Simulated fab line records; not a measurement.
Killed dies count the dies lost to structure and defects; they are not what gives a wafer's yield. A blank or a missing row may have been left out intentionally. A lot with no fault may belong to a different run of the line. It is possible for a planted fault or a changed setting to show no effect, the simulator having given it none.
fab line records | flow berkeley-cmos170
[record] lots = 24 wafers = 72 last-day = 13
route steps=331 shown SCREENOX@102 PVT@124 SPACER@172 CONTACT@236 M2@272 V2@307
lots untouched by any fault: they come from a run of this same line in which no faults occurred
start-h: hours from the record's opening day to when the first of the lot's shown wafers began | wait-h: hours elapsed since this lot's preceding step | " as in the row above | L1.1+2: a single row standing in for several wafers | - no value, or no start given | * or withheld: withheld | < > ~ a bound
route shown NAME@n: a module of which the file shows steps, and the number in the route of the first | usual: mean/standard deviation of fault-free wafers | same: alike in all rows | chamber/n: place in a boat | sites: readings site by site | _std_site: the standard deviation of these | _edge_site: the outer-site mean with the inner-site mean subtracted | radius-mm: for every site, how far away it sits from the centre of the wafer | mask NAME#n: copy n | behind: tool/chamber where the wafer was last shaped | hold: the reason the lot was held/the length of the hold in hours/how it ended | device: whichever transistor did not switch (one of n, p or np) | end of line: the same wafers' tests at the end of the route | for a step that has no rows: nothing shown but its recipe | killed: the dies lost at the first sort to structure and to defects; this is not the yield of the wafer | map: per-die view of a wafer (x killed, . not killed, _ where there is no die)
set.NAME: the setting as run; set.NAME@STEP: as run at that earlier step | model.NAME: the simulator's own value behind a step, which no gauge read
steps of the route over a sample of lots; a table a step, a row a wafer
services: when a tool's chamber went out of use (start-h, in hours from the record's first day, below 0 if earlier), for how many hours, and the reason
[[steps]]
[step UCB170_SCREENOX_THK_MEAS_02]
[recipe] reads = SiO2_of_SCREENOX_OXIDATION_01
[usual] SCREENOX_OXIDE_THK = 14.27/0.24
// columns lot.wafer tool chamber start-h wait-h SCREENOX_OXIDE_THK[nm]
L074.2 film-metro-03 - 123.03 0.0 14.20
L074.4 " - " " 14.47
L074.6 " - " " 14.28
L076.1 film-metro-03 - 127.50 0.0 14.07
L076.2 " - " " 14.04
L076.6 " - " " 14.02
L075.3 film-metro-01 - 127.52 0.0 14.23
L075.4 " - " " 13.82
L075.5 " - " " 13.98
L077.2 film-metro-03 - 134.80 0.0 13.87
L077.3 " - " " 13.86
L077.5 " - " " 13.86
L079.2 film-metro-02 - 147.81 0.0 14.12
L079.3 " - " " 14.26
L079.6 " - " " 14.39
L078.3 film-metro-01 - 147.82 0.0 14.48
L078.5 " - " " 14.39
L078.6 " - " " 14.67
L080.1 film-metro-03 - 159.25 0.0 14.63
L080.2 " - " " 14.40
L080.3 " - " " 14.77
L081.1 film-metro-02 - 159.25 0.0 14.86
L081.4 " - " " 14.86
L081.6 " - " " 14.68
L082.2 film-metro-01 - 159.26 0.0 14.07
L082.4 " - " " 14.29
L082.5 " - " " 14.28
L083.2 film-metro-03 - 179.67 0.0 14.24
L083.4 " - " " 14.35
L083.6 " - " " 14.22
L084.4 film-metro-01 - 179.69 0.0 14.46
L084.5 " - " " 14.47
L084.6 " - " " 14.56
L087.1 film-metro-01 - 189.43 0.0 14.66
L087.2 " - " " 14.22
L087.6 " - " " 14.33
L085.3 film-metro-03 - 189.45 0.0 14.30
L085.4 " - " " 14.12
L085.6 " - " " 13.99
L088.3 film-metro-02 - 189.45 0.0 14.17
L088.4 " - " " 13.96
L088.5 " - " " 13.98
L086.2 film-metro-02 - 189.50 0.1 13.86
L086.3 " - " " 14.19
L086.4 " - " " 14.03
L089.1 film-metro-01 - 199.35 0.0 14.03
L089.3 " - " " 14.18
L089.6 " - " " 14.24
L090.2 film-metro-02 - 215.55 0.0 14.38
L090.3 " - " " 14.04
L090.4 " - " " 13.89
L091.2 film-metro-01 - 215.55 0.0 13.84
L091.4 " - " " 13.99
L091.6 " - " " 14.04
L092.1 film-metro-01 - 223.06 0.0 14.60
L092.4 " - " " 14.71
L092.5 " - " " 14.65
L093.2 film-metro-03 - 223.07 0.0 14.29
L093.3 " - " " 14.38
L093.6 " - " " 14.58
L094.1 film-metro-03 - 229.15 0.0 14.36
L094.2 " - " " 14.45
L094.6 " - " " 14.66
L095.1 film-metro-03 - 238.95 0.0 14.10
L095.3 " - " " 14.10
L095.6 " - " " 14.35
L097.3 film-metro-02 - 251.84 0.0 14.22
L097.4 " - " " 14.24
L097.5 " - " " 14.41
L096.1 film-metro-01 - 251.87 0.1 14.58
L096.5 " - " " 14.49
L096.6 " - " " 14.68
[step UCB170_PVT_TW_MEAS_09]
[usual] PVT_TW = 510/3.2
// columns lot.wafer tool chamber start-h wait-h PVT_TW
L074.2 film-metro-03 - 133.15 0.1 514
L074.4 " - " " 516
L074.6 " - " " 514
L076.1 film-metro-04 - 133.69 0.1 510
L076.2 " - " " 512
L076.6 " - " " 509
L075.3 film-metro-04 - 133.98 0.1 507
L075.4 " - " " 509
L075.5 " - " " 507
L077.2 film-metro-04 - 143.82 0.1 512
L077.3 " - " " 508
L077.5 " - " " 509
L078.3 film-metro-01 - 157.17 0.1 512
L078.5 " - " " 513
L078.6 " - " " 507
L079.2 film-metro-01 - 157.44 0.1 511
L079.3 " - " " 509
L079.6 " - " " 508
L082.2 film-metro-03 - 169.72 0.1 513
L082.4 " - " " 511
L082.5 " - " " 512
L080.1 film-metro-01 - 169.92 0.1 503
L080.2 " - " " 507
L080.3 " - " " 502
L081.1 film-metro-03 - 170.20 0.1 515
L081.4 " - " " 512
L081.6 " - " " 513
L083.2 film-metro-01 - 190.70 0.1 505
L083.4 " - " " 504
L083.6 " - " " 503
L084.4 film-metro-01 - 190.87 0.1 506
L084.5 " - " " 501
L084.6 " - " " 502
L085.3 film-metro-04 - 199.04 0.1 508
L085.4 " - " " 509
L085.6 " - " " 509
L086.2 film-metro-03 - 199.28 0.1 513
L086.3 " - " " 516
L086.4 " - " " 516
L088.3 film-metro-03 - 199.50 0.1 516
L088.4 " - " " 514
L088.5 " - " " 515
L087.1 film-metro-04 - 199.85 0.1 511
L087.2 " - " " 507
L087.6 " - " " 509
L089.1 film-metro-01 - 213.80 0.1 509
L089.3 " - " " 505
L089.6 " - " " 510
L091.2 film-metro-04 - 224.35 0.1 509
L091.4 " - " " 511
L091.6 " - " " 510
L090.2 film-metro-04 - 224.69 0.1 507
L090.3 " - " " 510
L090.4 " - " " 509
L092.1 film-metro-01 - 234.59 0.1 509
L092.4 " - " " 509
L092.5 " - " " 507
L093.2 film-metro-01 - 234.94 0.2 507
L093.3 " - " " 506
L093.6 " - " " 509
L094.1 film-metro-03 - 237.01 0.1 514
L094.2 " - " " 512
L094.6 " - " " 510
L095.1 film-metro-03 - 249.11 0.1 510
L095.3 " - " " 506
L095.6 " - " " 508
L096.1 film-metro-04 - 260.87 0.1 514
L096.5 " - " " 511
L096.6 " - " " 511
L097.3 film-metro-03 - 261.44 0.1 509
L097.4 " - " " 508
L097.5 " - " " 510
[step UCB170_SPACER_THK_MEAS_01]
[recipe] reads = SiO2_of_SPACER_CVD_00
[usual] SPACER_TEOS_THK = 374/4.6
// columns lot.wafer tool chamber start-h wait-h SPACER_TEOS_THK[nm]
L076.1 film-metro-03 - 153.18 0.0 371
L076.2 " - " " 368
L076.6 " - " " 372
L074.2 film-metro-02 - 153.69 0.1 366
L074.4 " - " " 380
L074.6 " - " " 376
L075.3 film-metro-02 - 153.92 0.0 372
L075.4 " - " " 374
L075.5 " - " " 375
L077.2 film-metro-02 - 161.38 0.0 370
L077.3 " - " " 368
L077.5 " - " " 381
L078.3 film-metro-03 - 177.07 0.0 368
L078.5 " - " " 380
L078.6 " - " " 374
L079.2 film-metro-03 - 177.39 0.1 372
L079.3 " - " " 371
L079.6 " - " " 373
L082.2 film-metro-04 - 190.28 0.0 367
L082.4 " - " " 376
L082.5 " - " " 378
L081.1 film-metro-03 - 190.50 0.0 373
L081.4 " - " " 377
L081.6 " - " " 371
L080.1 film-metro-04 - 191.00 0.0 375
L080.2 " - " " 372
L080.3 " - " " 373
L083.2 film-metro-04 - 222.37 0.0 374
L083.4 " - " " 378
L083.6 " - " " 383
L088.3 film-metro-04 - 223.52 0.0 378
L088.4 " - " " 381
L088.5 " - " " 381
L086.2 film-metro-03 - 223.57 0.1 373
L086.3 " - " " 366
L086.4 " - " " 379
L085.3 film-metro-03 - 223.79 0.0 367
L085.4 " - " " 373
L085.6 " - " " 377
L087.1 film-metro-04 - 223.81 0.0 378
L087.2 " - " " 373
L087.6 " - " " 383
L084.4 film-metro-02 - 224.08 0.0 376
L084.5 " - " " 379
L084.6 " - " " 380
L089.1 film-metro-04 - 233.28 0.0 372
L089.3 " - " " 374
L089.6 " - " " 380
L091.2 film-metro-04 - 243.95 0.1 368
L091.4 " - " " 377
L091.6 " - " " 377
L090.2 film-metro-03 - 244.29 0.0 369
L090.3 " - " " 378
L090.4 " - " " 377
L092.1 film-metro-04 - 257.18 0.0 372
L092.4 " - " " 375
L092.5 " - " " 373
L094.1 film-metro-04 - 257.58 0.0 369
L094.2 " - " " 367
L094.6 " - " " 374
L093.2 film-metro-02 - 257.80 0.0 365
L093.3 " - " " 369
L093.6 " - " " 378
L095.1 film-metro-04 - 269.89 0.0 372
L095.3 " - " " 376
L095.6 " - " " 383
L096.1 film-metro-04 - 280.86 0.0 371
L096.5 " - " " 378
L096.6 " - " " 380
L097.3 film-metro-04 - 281.16 0.0 369
L097.4 " - " " 371
L097.5 " - " " 373
[step UCB170_CONTACT_CD_MEAS_90]
[recipe] target-cd-nm = 700
[usual] cd-nm = 700.6/1.6
// columns lot.wafer tool chamber start-h wait-h cd-nm
L076.1 cd-sem-01 - 170.23 0.1 698.9
L076.2 " - " " 702.7
L076.6 " - " " 701.0
L075.3 cd-sem-02 - 170.57 0.1 699.8
L075.4 " - " " 697.7
L075.5 " - " " 696.0
L074.2 cd-sem-02 - 171.77 0.1 700.5
L074.4 " - " " 698.4
L074.6 " - " " 703.1
L077.2 cd-sem-02 - 182.93 0.1 700.0
L077.3 " - " " 698.5
L077.5 " - " " 701.0
L079.2 cd-sem-01 - 193.13 0.1 698.4
L079.3 " - " " 698.8
L079.6 " - " " 700.1
L078.3 cd-sem-02 - 193.27 0.1 700.2
L078.5 " - " " 700.0
L078.6 " - " " 702.9
L082.2 cd-sem-01 - 210.47 0.1 705.0
L082.4 " - " " 703.4
L082.5 " - " " 703.5
L081.1 cd-sem-01 - 212.25 0.1 700.7
L081.4 " - " " 704.2
L081.6 " - " " 701.5
L080.1 cd-sem-01 - 212.49 0.1 699.4
L080.2 " - " " 700.1
L080.3 " - " " 699.4
L083.2 cd-sem-02 - 238.75 0.1 701.4
L083.4 " - " " 697.5
L083.6 " - " " 700.9
L085.3 cd-sem-01 - 239.03 0.1 700.4
L085.4 " - " " 702.0
L085.6 " - " " 699.7
L088.3 cd-sem-02 - 241.48 0.1 702.0
L088.4 " - " " 701.7
L088.5 " - " " 700.3
L086.2 cd-sem-01 - 241.74 0.1 700.1
L086.3 " - " " 702.1
L086.4 " - " " 700.5
L087.1 cd-sem-01 - 241.99 0.1 701.8
L087.2 " - " " 701.4
L087.6 " - " " 699.4
L084.4 cd-sem-02 - 242.27 0.1 699.4
L084.5 " - " " 700.5
L084.6 " - " " 700.8
L089.1 cd-sem-02 - 255.30 0.1 702.9
L089.3 " - " " 702.6
L089.6 " - " " 700.7
L090.2 cd-sem-01 - 262.63 0.1 701.2
L090.3 " - " " 699.5
L090.4 " - " " 698.6
L091.2 cd-sem-02 - 264.52 0.1 698.3
L091.4 " - " " 700.2
L091.6 " - " " 700.1
L092.1 cd-sem-02 - 275.54 0.1 698.5
L092.4 " - " " 700.9
L092.5 " - " " 701.2
L093.2 cd-sem-01 - 277.60 0.1 701.9
L093.3 " - " " 703.4
L093.6 " - " " 701.0
L094.1 cd-sem-02 - 277.79 0.1 701.1
L094.2 " - " " 699.4
L094.6 " - " " 701.9
L095.1 cd-sem-01 - 288.67 0.1 700.4
L095.3 " - " " 697.5
L095.6 " - " " 700.9
L096.1 cd-sem-02 - 296.52 0.1 700.6
L096.5 " - " " 702.3
L096.6 " - " " 703.4
L097.3 cd-sem-01 - 297.67 0.1 699.5
L097.4 " - " " 700.5
L097.5 " - " " 699.6
[step UCB170_M2_SPUTTER_01]
[recipe] material = Al target-thk-nm = 900 time-s = 120 power-w = 6000 chamber-pressure-pa = 0.5
[usual] chamber-pressure-pa = 0.5001/0.00098 throttle-valve-pct = 30.0/0.78
// columns lot.wafer tool chamber start-h wait-h chamber-pressure-pa throttle-valve-pct
L076.1 pvd-sputter-04 - 176.78 0.0 0.5007 28.3
L076.2 " - " " 0.5002 31.3
L076.6 " - " " 0.5001 31.1
L075.3 pvd-sputter-02 - 177.86 0.0 0.4997 29.9
L075.4 " - " " 0.4996 29.3
L075.5 " - " " 0.5007 29.2
L074.2 pvd-sputter-04 - 181.86 0.0 0.4977 28.1
L074.4 " - " " 0.5008 30.6
L074.6 " - " " 0.5008 30.8
L077.2 pvd-sputter-01 - 191.28 0.0 0.4990 29.3
L077.3 " - " " 0.5020 30.2
L077.5 " - " " 0.4988 30.2
L079.2 pvd-sputter-01 - 198.85 0.0 0.5003 30.6
L079.3 " - " " 0.4990 30.5
L079.6 " - " " 0.4975 30.5
L078.3 pvd-sputter-04 - 200.31 0.0 0.5004 30.8
L078.5 " - " " 0.5007 28.6
L078.6 " - " " 0.5013 31.3
L082.2 pvd-sputter-02 - 219.49 0.0 0.5003 29.8
L082.4 " - " " 0.5004 30.1
L082.5 " - " " 0.4989 30.1
L081.1 pvd-sputter-01 - 219.70 0.0 0.5006 30.7
L081.4 " - " " 0.4984 30.7
L081.6 " - " " 0.5017 30.1
L080.1 pvd-sputter-04 - 219.82 0.0 0.4998 29.6
L080.2 " - " " 0.5005 28.5
L080.3 " - " " 0.5012 30.8
L083.2 pvd-sputter-02 - 244.94 0.0 0.4992 30.3
L083.4 " - " " 0.5003 29.0
L083.6 " - " " 0.4990 29.5
L085.3 pvd-sputter-01 - 248.05 0.0 0.5013 29.2
L085.4 " - " " 0.5012 30.6
L085.6 " - " " 0.4992 30.6
L088.3 pvd-sputter-02 - 248.29 0.0 0.5000 30.2
L088.4 " - " " 0.5001 29.6
L088.5 " - " " 0.4996 30.3
L086.2 pvd-sputter-04 - 249.59 0.0 0.4994 28.3
L086.3 " - " " 0.5004 29.6
L086.4 " - " " 0.5027 30.6
L087.1 pvd-sputter-01 - 249.84 0.0 0.4994 30.1
L087.2 " - " " 0.4997 29.4
L087.6 " - " " 0.5002 29.2
L084.4 pvd-sputter-02 - 250.32 0.0 0.4986 30.2
L084.5 " - " " 0.4987 30.3
L084.6 " - " " 0.5008 29.4
L089.1 pvd-sputter-01 - 262.43 0.0 0.4995 29.4
L089.3 " - " " 0.4992 30.2
L089.6 " - " " 0.4988 30.4
L090.2 pvd-sputter-01 - 270.11 0.0 0.4990 29.4
L090.3 " - " " 0.4994 30.3
L090.4 " - " " 0.5010 31.0
L091.2 pvd-sputter-04 - 270.66 0.0 0.5004 28.4
L091.4 " - " " 0.4987 29.8
L091.6 " - " " 0.4985 31.3
L092.1 pvd-sputter-04 - 282.18 0.0 0.5006 30.8
L092.4 " - " " 0.4988 29.8
L092.5 " - " " 0.5003 28.4
L093.2 pvd-sputter-01 - 283.33 0.0 0.5024 30.6
L093.3 " - " " 0.4989 30.3
L093.6 " - " " 0.4990 30.7
L094.1 pvd-sputter-02 - 288.36 0.0 0.5000 30.1
L094.2 " - " " 0.5000 30.4
L094.6 " - " " 0.4996 29.0
L095.1 pvd-sputter-04 - 296.30 0.0 0.4990 31.2
L095.3 " - " " 0.5004 30.7
L095.6 " - " " 0.4992 29.7
L096.1 pvd-sputter-02 - 303.68 0.0 0.5000 29.7
L096.5 " - " " 0.4986 29.9
L096.6 " - " " 0.5016 29.1
L097.3 pvd-sputter-04 - 305.02 0.0 0.5015 28.7
L097.4 " - " " 0.5016 29.5
L097.5 " - " " 0.4998 30.9
[step UCB170_V2_STRIP_15]
[recipe] chemistry = O2 power-w = 400 pressure-mtorr = 3500 platen-temp-c = withheld o2-flow-sccm = 400 overash-fraction = 0.5
[usual] drypump-motor-current-A = 5.8/0.38 oes-product-au = 0.722/0.0044 strip-time-to-endpoint-s = 15.39/0.15
// columns lot.wafer tool chamber start-h wait-h drypump-motor-current-A oes-product-au rf-hours-counter-h strip-time-to-endpoint-s
L076.1 plasma-asher-02 1 181.80 0.1 4.8 0.727 43 15.24
L076.2 " 0 " " 5.9 0.722 43 15.39
L076.6 " 1 " " 4.8 0.717 - 15.20
L075.3 plasma-asher-04 1 184.41 0.1 6.3 0.718 - 15.24
L075.4 " 0 " " 5.7 0.721 - 15.16
L075.5 " 1 " " 6.3 0.716 - 15.66
L074.2 plasma-asher-04 0 187.58 0.1 5.7 0.721 47 15.51
L074.4 " 1 " " 6.2 0.718 - 15.26
L074.6 " 1 " " 6.2 0.728 - 15.53
L077.2 plasma-asher-01 1 196.21 0.1 5.9 0.724 9 15.20
L077.3 " 0 " " 6.0 0.720 - 15.54
L077.5 " 1 " " 5.9 0.717 - 15.27
L079.2 plasma-asher-02 0 203.60 0.1 5.9 0.725 44 15.14
L079.3 " 1 " " 4.8 0.729 - 15.37
L079.6 " 1 " " 4.8 0.721 - 15.39
L078.3 plasma-asher-04 0 204.95 0.1 5.7 0.722 - 15.36
L078.5 " 1 " " 6.3 0.724 - 15.29
L078.6 " 0 " " 5.7 0.721 - 15.72
L082.2 plasma-asher-02 0 225.50 0.1 5.8 0.715 46 15.28
L082.4 " 0 " " 5.9 0.721 - 15.15
L082.5 " 1 " " 4.8 0.726 - 15.50
L081.1 plasma-asher-04 1 225.94 0.1 6.2 0.727 50 15.30
L081.4 " 0 " " 5.7 0.728 - 15.51
L081.6 " 0 " " 5.7 0.718 - 15.33
L080.1 plasma-asher-01 0 226.45 0.1 6.0 0.724 12 15.28
L080.2 " 1 " " 5.9 0.717 12 15.44
L080.3 " 1 " " 5.8 0.722 - 15.44
L083.2 plasma-asher-01 1 251.03 0.1 5.9 0.719 15 15.25
L083.4 " 0 " " 6.0 0.726 - 15.42
L083.6 " 0 " " 6.0 0.720 - 15.61
L085.3 plasma-asher-04 1 254.97 0.1 6.2 0.731 - 15.25
L085.4 " 0 " " 5.7 0.719 - 15.29
L085.6 " 1 " " 6.2 0.728 - 15.57
L088.3 plasma-asher-02 0 255.91 0.1 5.8 0.726 - 15.60
L088.4 " 1 " " 4.9 0.722 - 15.37
L088.5 " 0 " " 5.9 0.727 - 15.22
L086.2 plasma-asher-01 0 256.94 0.1 6.0 0.722 16 15.54
L086.3 " 0 " " 5.9 0.721 - 15.31
L086.4 " 1 " " 5.9 0.720 - 15.42
L087.1 plasma-asher-04 0 257.21 0.1 5.7 0.727 53 15.32
L087.2 " 1 " " 6.3 0.707 53 15.72
L087.6 " 0 " " 5.8 0.725 - 15.47
L084.4 plasma-asher-04 0 258.36 0.1 5.7 0.725 - 15.48
L084.5 " 0 " " 5.7 0.720 - 15.47
L084.6 " 1 " " 6.3 0.719 - 15.64
L089.1 plasma-asher-01 1 268.24 0.1 5.9 0.729 17 15.64
L089.3 " 0 " " 6.0 0.722 - 15.18
L089.6 " 0 " " 5.9 0.722 - 15.30
L090.2 plasma-asher-01 1 274.59 0.1 5.9 0.717 18 15.21
L090.3 " 0 " " 6.0 0.717 - 15.25
L090.4 " 1 " " 5.9 0.719 - 15.32
L091.2 plasma-asher-01 0 275.44 0.2 5.9 0.723 18 15.45
L091.4 " 1 " " 5.9 0.726 - 15.47
L091.6 " 1 " " 5.9 0.723 - 15.76
L092.1 plasma-asher-04 0 287.80 0.1 5.7 0.726 56 15.43
L092.4 " 0 " " 5.7 0.718 - 15.52
L092.5 " 0 " " 5.7 0.721 - 15.52
L093.2 plasma-asher-04 0 289.25 0.1 5.7 0.718 57 15.15
L093.3 " 1 " " 6.2 0.717 - 15.24
L093.6 " 0 " " 5.7 0.722 - 15.13
L094.1 plasma-asher-04 0 296.12 0.1 5.7 0.719 58 15.23
L094.2 " 1 " " 6.2 0.718 58 15.37
L094.6 " 1 " " 6.2 0.722 - 15.68
L095.1 plasma-asher-02 0 302.56 0.1 5.8 0.722 55 15.49
L095.3 " 0 " " 5.8 0.716 - 15.15
L095.6 " 0 " " 5.8 0.727 - 15.10
L096.1 plasma-asher-04 1 312.50 0.1 6.3 0.722 60 15.43
L096.5 " 0 " " 5.8 0.723 - 15.32
L096.6 " 1 " " 6.2 0.726 - 15.51
L097.3 plasma-asher-04 1 312.87 0.1 6.2 0.721 - 15.21
L097.4 " 0 " " 5.7 0.716 - 15.25
L097.5 " 0 " " 5.8 0.716 - 15.17
[[services]]
// columns tool chamber start-h hours kind
plasma-asher-04 - 165.26 7.5 repair
plasma-asher-02 - 183.65 2.9 repair
plasma-asher-02 - 202.57 0.9 repair
pvd-sputter-02 - 212.16 1.3 repair
plasma-asher-02 - 219.56 1.9 repair
pvd-sputter-04 - 224.17 1.5 repair
plasma-asher-04 - 233.98 8.0 repair
plasma-asher-02 - 239.02 1.0 repair
pvd-sputter-04 - 282.95 2.9 repair
plasma-asher-01 - 294.35 20.4 repair
[[key]]
fault none
